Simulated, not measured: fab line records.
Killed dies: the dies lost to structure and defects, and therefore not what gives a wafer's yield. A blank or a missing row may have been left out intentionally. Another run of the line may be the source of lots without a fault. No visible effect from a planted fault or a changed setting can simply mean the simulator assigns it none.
Problem report in the 8D (eight disciplines) form, filled by code    flow rit-cmos    the parts of the form that need people (team, actions taken, sign-off) are left out

1. THE ISSUE
Wafers without a fault read 6.6 with a standard deviation of 2.8, while killed-at-front-end at RIT_M1_PROBE_99 averages 34.3 across 3 wafers of 1 lot. That is +9.9 standard deviations from the usual mean.
First observed at day 6 08:51: wafer L730.3, on prober-01. At this step, 39 wafers from 13 lots have a number in the record. The rule behind "out" and "out of limits": a value lying over 4 standard deviations away from the usual mean. The rest of the wafers with a number are treated as sound.

2. WHAT IT IS; WHAT IT IS NOT
question                     is                                is not
which readings at this step  killed-at-front-end, killed-dies  killed-at-contacts, killed-open, killed-short
which lots                   L730                              L717, L718, L720, L721, L723, L724, L725, L734, L735, L736, L738, L740
which wafers of those lots   all that have a number            -
read on which tools          prober-01                         prober-02
when                         from day 6 08:51                  up to then (21 sound wafers); but 15 sound wafers of L734, L735, L736, L738, L740 came after

3. THE SUSPECTS, EACH WITH WHAT RULES IT OUT
Counting: a tool stays on the suspect list if, at a process step up to the reading, it processed all lots that are out and no sound lot following the first of them.
- wet-bench-04 at RIT_GATE_CLEAN_01 (cleans in SC1, time 600 s): kept. It ran the lot that is out, L730 (day 5 02:22), and no sound lot after that; its last sound lot up to then is L725 (day 4 08:40).
- plasma-asher-01 at RIT_PLDD_STRIP_09 (strips in O2, time 180 s): kept. It ran the lot that is out, L730 (day 5 19:06), and no sound lot after that; its last sound lot up to then is L721 (day 4 01:34).
- prober-01 at RIT_M1_PROBE_99: ruled out as a lasting fault. Following L730 (day 6 08:51), the first lot on it that is out, the sound lots L734, L736, L738, L740 were run on it.
What counting leaves: wet-bench-04 at RIT_GATE_CLEAN_01 and plasma-asher-01 at RIT_PLDD_STRIP_09.

4. THE CAUSE (what the simulator had put in)
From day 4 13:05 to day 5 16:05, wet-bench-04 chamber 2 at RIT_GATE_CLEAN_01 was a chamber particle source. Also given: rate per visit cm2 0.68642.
Counting left 2 suspects, and this tool is among them.

5. THE CHAIN OF EFFECTS, in route order
Rows list readings where the struck wafers' mean (over those with a number) sits beyond 3 standard deviations from the usual. Scope: only readings with a usual standard deviation given in the record; hours: median across lots of the time from each lot's start at the first step in this table that gives one to its start at this step; sigmas: change in usual standard deviations.
hours  step             reading              usual  on struck wafers  change  sigmas
0      RIT_M1_PROBE_99  killed-at-front-end  6.6    34.3              +27.7   +9.9
0      RIT_M1_PROBE_99  killed-dies          6.6    34.3              +27.7   +9.9
The process steps in it:
- RIT_M1_PROBE_99

6. HOW IT WOULD HAVE BEEN CAUGHT EARLIER
44 hours passed between the start of the fault at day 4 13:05 and the first reading out of limits in this record, taken at day 6 08:51.
All the lots that are out (1) had begun RIT_GATE_CLEAN_01 on wet-bench-04 by day 6 08:51. None of them would have been spared by holding the tool at that moment.
